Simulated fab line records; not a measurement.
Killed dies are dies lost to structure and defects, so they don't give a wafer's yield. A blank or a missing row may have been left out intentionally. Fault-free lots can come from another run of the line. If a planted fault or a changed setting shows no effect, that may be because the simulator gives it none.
fab line records -- flow rit_cmos
record lots=6, wafers=18, last_day=7
route steps=202 shown ACTIVE@3
lots untouched by any fault: they come from a run of this same line in which no faults occurred
start_h: hours from the record's first day to the start of the lot's first wafer shown -- wait_h: hours elapsed since this lot's preceding step -- " repeats the value in the row above -- L1.1+2: several wafers, shown together as one row -- - value missing, or start not given -- * or withheld: withheld -- < > ~ a bound
route shown NAME@n: NAME is a module with steps in the file, n the number in the route of the first one -- usual: average and standard deviation across the fault-free wafers -- same: alike in all rows -- chamber/n: place in a boat -- sites: each site's reading -- _std_site: standard deviation of those values -- _edge_site: outer sites' mean less inner sites' -- radius_mm: how far each site lies from the wafer's centre -- mask NAME#n: copy n -- behind: tool/chamber where the wafer was last shaped -- hold: reason for holding the lot/hours on hold/outcome of the hold -- device: transistor that didn't switch, given as n, p or np -- end of line: the same wafers' tests at the end of the route -- a step given without rows: its recipe and nothing more -- killed: count of dies lost to structure and defects at first sort (not the wafer's yield) -- map: dies across one wafer; x = killed, . = not, _ = none there
set.NAME: the setting the step ran with; set.NAME@STEP: the setting that earlier step ran with -- model.NAME: the simulator's own value behind a step, which no gauge read
lots at selected steps of the route; one table per step, one row per wafer
services: the hour from which a tool's chamber was out of use, counted from the record's first day as start_h (under 0 if before that day), plus the number of hours and why
## steps
# step RIT_ACTIVE_THK_MEAS_02
# recipe reads=SiO2_of_ACTIVE_OXIDATION_01
# usual ACTIVE_OXIDE_THK=46.6/1.1
lot.wafer,tool,chamber,start_h,wait_h,ACTIVE_OXIDE_THK[nm]
L102.1,film_metro-03,-,42.05,0.0,47.5
L102.2,film_metro-03,-,42.05,0.0,46.4
L102.5,film_metro-03,-,42.05,0.0,47.0
L109.2,film_metro-04,-,77.06,0.0,49.0
L109.4,film_metro-04,-,77.06,0.0,48.8
L109.6,film_metro-04,-,77.06,0.0,48.8
L110.2,film_metro-01,-,82.06,0.0,46.8
L110.4,film_metro-01,-,82.06,0.0,46.2
L110.5,film_metro-01,-,82.06,0.0,46.5
L111.2,film_metro-04,-,87.06,0.0,46.1
L111.4,film_metro-04,-,87.06,0.0,46.5
L111.5,film_metro-04,-,87.06,0.0,45.9
L118.2,film_metro-04,-,122.61,0.0,44.3
L118.3,film_metro-04,-,122.61,0.0,44.7
L118.6,film_metro-04,-,122.61,0.0,45.2
L119.1,film_metro-01,-,127.38,0.0,48.0
L119.2,film_metro-01,-,127.38,0.0,48.0
L119.4,film_metro-01,-,127.38,0.0,47.9
# step RIT_ACTIVE_CVD_03
# recipe material=Si3N4, target_thk_nm=150, temp_c=810, precursor=SiH2Cl2/NH3, time_s=1500, pressure_mtorr=300, sih2cl2_flow_sccm=60, nh3_flow_sccm=150
# step RIT_ACTIVE_THK_MEAS_04
# recipe reads=Si3N4_of_ACTIVE_CVD_03
# usual ACTIVE_NITRIDE_THK=149.9/1.2
lot.wafer,tool,chamber,start_h,wait_h,ACTIVE_NITRIDE_THK[nm]
L102.1,film_metro-04,-,44.24,0.0,150.7
L102.2,film_metro-04,-,44.24,0.0,150.5
L102.5,film_metro-04,-,44.24,0.0,151.1
L109.2,film_metro-03,-,78.54,0.0,149.9
L109.4,film_metro-03,-,78.54,0.0,150.2
L109.6,film_metro-03,-,78.54,0.0,149.0
L110.2,film_metro-03,-,84.25,0.0,151.1
L110.4,film_metro-03,-,84.25,0.0,151.6
L110.5,film_metro-03,-,84.25,0.0,150.9
L111.2,film_metro-04,-,88.54,0.0,150.0
L111.4,film_metro-04,-,88.54,0.0,150.8
L111.5,film_metro-04,-,88.54,0.0,149.3
L118.2,film_metro-01,-,124.25,0.2,149.3
L118.3,film_metro-01,-,124.25,0.2,150.5
L118.6,film_metro-01,-,124.25,0.2,148.5
L119.1,film_metro-01,-,128.86,0.0,151.7
L119.2,film_metro-01,-,128.86,0.0,150.3
L119.4,film_metro-01,-,128.86,0.0,149.8
# step RIT_ACTIVE_HMDS_05
# recipe prime_time_s=60, prime_temp_c=140
# step RIT_ACTIVE_COAT_06
# recipe resist=NOVOLAK, spin_rpm=3250, resist_thk_nm=1000
# step RIT_ACTIVE_SOFTBAKE_07
# recipe resist=NOVOLAK, temp_c=90, time_s=60
# step RIT_ACTIVE_EXPOSE_08
# recipe mask_id=M1, na=0.6, source_shape=conventional, sigma_outer=0.6, target_cd_nm=1400, dose_mj=225
# step RIT_ACTIVE_PEB_09
# recipe resist=NOVOLAK, temp_c=withheld, time_s=withheld
# step RIT_ACTIVE_DEVELOP_10
# recipe resist=NOVOLAK, develop_time_s=50, dev_temp_c=23
# step RIT_ACTIVE_CD_MEAS_11
# recipe target_cd_nm=1400
# usual cd_nm=1399.7/1.9
lot.wafer,tool,chamber,start_h,wait_h,cd_nm
L102.1,cd_sem-02,-,45.15,-,1401.3
L102.2,cd_sem-02,-,45.15,-,1400.2
L102.5,cd_sem-02,-,45.15,-,1402.1
L109.2,cd_sem-02,-,79.46,-,1397.4
L109.4,cd_sem-02,-,79.46,-,1400.2
L109.6,cd_sem-02,-,79.46,-,1397.8
L110.2,cd_sem-02,-,85.29,-,1400.3
L110.4,cd_sem-02,-,85.29,-,1404.0
L110.5,cd_sem-02,-,85.29,-,1402.4
L111.2,cd_sem-02,-,89.46,-,1395.5
L111.4,cd_sem-02,-,89.46,-,1397.2
L111.5,cd_sem-02,-,89.46,-,1396.9
L118.2,cd_sem-01,-,125.17,-,1400.1
L118.3,cd_sem-01,-,125.17,-,1399.6
L118.6,cd_sem-01,-,125.17,-,1399.5
L119.1,cd_sem-01,-,129.89,-,1399.6
L119.2,cd_sem-01,-,129.89,-,1399.0
L119.4,cd_sem-01,-,129.89,-,1399.7
# step RIT_ACTIVE_HARDBAKE_12
# recipe resist=NOVOLAK, temp_c=140, time_s=60
# step RIT_ACTIVE_ETCH_13
# recipe stop_on=SiO2, chemistry=SF6, target=Si3N4, time_s=210, over_etch_frac=0.4, SF6_flow_sccm=200, pressure_mtorr=260, rf_w=125, target_depth_a=2100
# usual drypump_motor_current_A=5.6/0.52, oes_product_au=0.818/0.012, throttle_valve_pct=7.52/0.092
lot.wafer,tool,chamber,start_h,wait_h,drypump_motor_current_A,oes_product_au,rf_hours_counter_h,throttle_valve_pct
L102.1,rie_diel-02,3,45.42,0.1,5.0,0.825,6,7.60
L102.2,rie_diel-02,1,45.42,0.1,4.9,0.841,86,7.39
L102.5,rie_diel-02,2,45.42,0.1,5.4,0.815,-,7.63
L109.2,rie_diel-02,0,79.71,0.1,6.1,0.812,52,7.47
L109.4,rie_diel-02,1,79.71,0.1,4.8,0.830,87,7.40
L109.6,rie_diel-02,0,79.71,0.1,6.1,0.809,-,7.48
L110.2,rie_diel-02,1,85.54,0.1,4.8,0.841,87,7.41
L110.4,rie_diel-02,0,85.54,0.1,6.1,0.813,53,7.47
L110.5,rie_diel-02,0,85.54,0.1,6.1,0.802,-,7.48
L111.2,rie_diel-03,0,89.71,0.1,5.1,0.811,89,7.62
L111.4,rie_diel-03,2,89.71,0.1,5.9,0.811,-,7.54
L111.5,rie_diel-03,3,89.71,0.1,6.0,0.840,-,7.41
L118.2,rie_diel-04,0,125.45,0.1,5.1,0.829,126,7.54
L118.3,rie_diel-04,3,125.45,0.1,5.9,0.823,44,7.50
L118.6,rie_diel-04,2,125.45,0.1,5.1,0.816,-,7.60
L119.1,rie_diel-04,2,130.16,0.1,5.0,0.826,27,7.58
L119.2,rie_diel-04,3,130.16,0.1,5.9,0.816,44,7.49
L119.4,rie_diel-04,1,130.16,0.1,6.5,0.828,67,7.56
# step RIT_ACTIVE_STRIP_14
# recipe chemistry=O2, time_s=180, resist=NOVOLAK, platen_temp_c=withheld, power_w=500, pressure_mtorr=4000, o2_flow_sccm=4000
# usual chamber_pressure_mTorr=4000/3.6, drypump_motor_current_A=5.7/0.35
lot.wafer,tool,chamber,start_h,wait_h,chamber_pressure_mTorr,drypump_motor_current_A,rf_hours_counter_h,model.NOVOLAK_of_ACTIVE_COAT_06.thk_nm
L102.1,plasma_asher-01,0,45.55,0.1,3998,6.1,37,0
L102.2,plasma_asher-01,1,45.55,0.1,4002,5.3,37,0
L102.5,plasma_asher-01,0,45.55,0.1,3997,6.1,-,0
L109.2,plasma_asher-03,0,79.84,0.1,4001,5.5,41,0
L109.4,plasma_asher-03,0,79.84,0.1,3997,5.5,-,0
L109.6,plasma_asher-03,0,79.84,0.1,4000,5.5,-,0
L110.2,plasma_asher-01,1,85.68,0.1,-,-,-,654.9
L110.4,plasma_asher-01,1,85.68,0.1,-,-,-,655.1
L110.5,plasma_asher-01,1,85.68,0.1,-,-,-,656.3
L111.2,plasma_asher-03,0,89.84,0.1,-,-,-,650.5
L111.4,plasma_asher-03,0,89.84,0.1,-,-,-,652.9
L111.5,plasma_asher-03,0,89.84,0.1,-,-,-,651
L118.2,plasma_asher-02,0,125.58,0.1,4003,5.3,36,0
L118.3,plasma_asher-02,0,125.58,0.1,4001,5.3,-,0
L118.6,plasma_asher-02,0,125.58,0.1,4001,5.3,-,0
L119.1,plasma_asher-03,1,130.30,0.1,4002,6.0,48,0
L119.2,plasma_asher-03,0,130.30,0.1,3998,5.5,48,0
L119.4,plasma_asher-03,0,130.30,0.1,3999,5.4,-,0
# step RIT_ACTIVE_CD_MEAS_90
# recipe target_cd_nm=1400
# usual cd_nm=1399.8/1.9
lot.wafer,tool,chamber,start_h,wait_h,cd_nm
L102.1,cd_sem-01,-,45.73,0.1,1401.2
L102.2,cd_sem-01,-,45.73,0.1,1400.2
L102.5,cd_sem-01,-,45.73,0.1,1402.7
L109.2,cd_sem-01,-,80.04,0.1,1397.2
L109.4,cd_sem-01,-,80.04,0.1,1400.7
L109.6,cd_sem-01,-,80.04,0.1,1398.6
L110.2,cd_sem-01,-,85.87,0.1,1399.9
L110.4,cd_sem-01,-,85.87,0.1,1403.7
L110.5,cd_sem-01,-,85.87,0.1,1402.7
L111.2,cd_sem-01,-,90.04,0.1,1395.4
L111.4,cd_sem-01,-,90.04,0.1,1397.5
L111.5,cd_sem-01,-,90.04,0.1,1396.4
L118.2,cd_sem-01,-,125.78,0.1,1400.5
L118.3,cd_sem-01,-,125.78,0.1,1399.7
L118.6,cd_sem-01,-,125.78,0.1,1398.8
L119.1,cd_sem-01,-,130.47,0.1,1398.9
L119.2,cd_sem-01,-,130.47,0.1,1398.6
L119.4,cd_sem-01,-,130.47,0.1,1399.4
## services
tool,chamber,start_h,hours,kind
rie_diel-02,1,34.50,4.5,repair
rie_diel-03,-,55.20,1.5,repair
rie_diel-03,1,75.11,-,clean
rie_diel-03,1,75.11,20.8,scheduled_down
rie_diel-03,1,75.11,20.8,vent_cycle
rie_diel-03,2,90.93,5.7,repair
plasma_asher-01,-,111.34,10.6,repair
plasma_asher-01,-,123.88,14.6,pm
## key
first_sign step=RIT_ACTIVE_STRIP_14, reading=tool_record, direction=missing
effect none on later readings
model_effect step=RIT_ACTIVE_STRIP_14, value=NOVOLAK_of_ACTIVE_COAT_06.thk_nm, without=0, struck=653.4
met_at RIT_ACTIVE_STRIP_14
struck_wafers L110.2,L110.4,L110.5,L111.2,L111.4,L111.5
later_rows_left_out L110.2,L110.4,L110.5,L111.2,L111.4,L111.5
sort_left_out L110.2,L110.4,L110.5,L111.2,L111.4,L111.5
tester_left_out L110,L111
onset_between 79.84 85.68
fault kind=skipped_step_whole, tool=plasma_asher-01,plasma_asher-03, chamber=-, onset_h=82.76, steps=RIT_ACTIVE_STRIP_14, scope=struck_lots_only
# tester_left_out: of these lots the tester's yield and bins aren't shown, on N5 and GAA mostly nor the transistor test; their killed dies are dies lost to structure and defects alone, not to doping, threshold or leakage, so they don't give the yield
# sort_left_out: the simulated sort isn't trusted on such a fault, so these wafers' sort isn't shown, and their yield isn't known
# later_rows_left_out: the simulator's readings of these wafers behind a module that went badly wrong aren't trusted and aren't shown, but for the sort
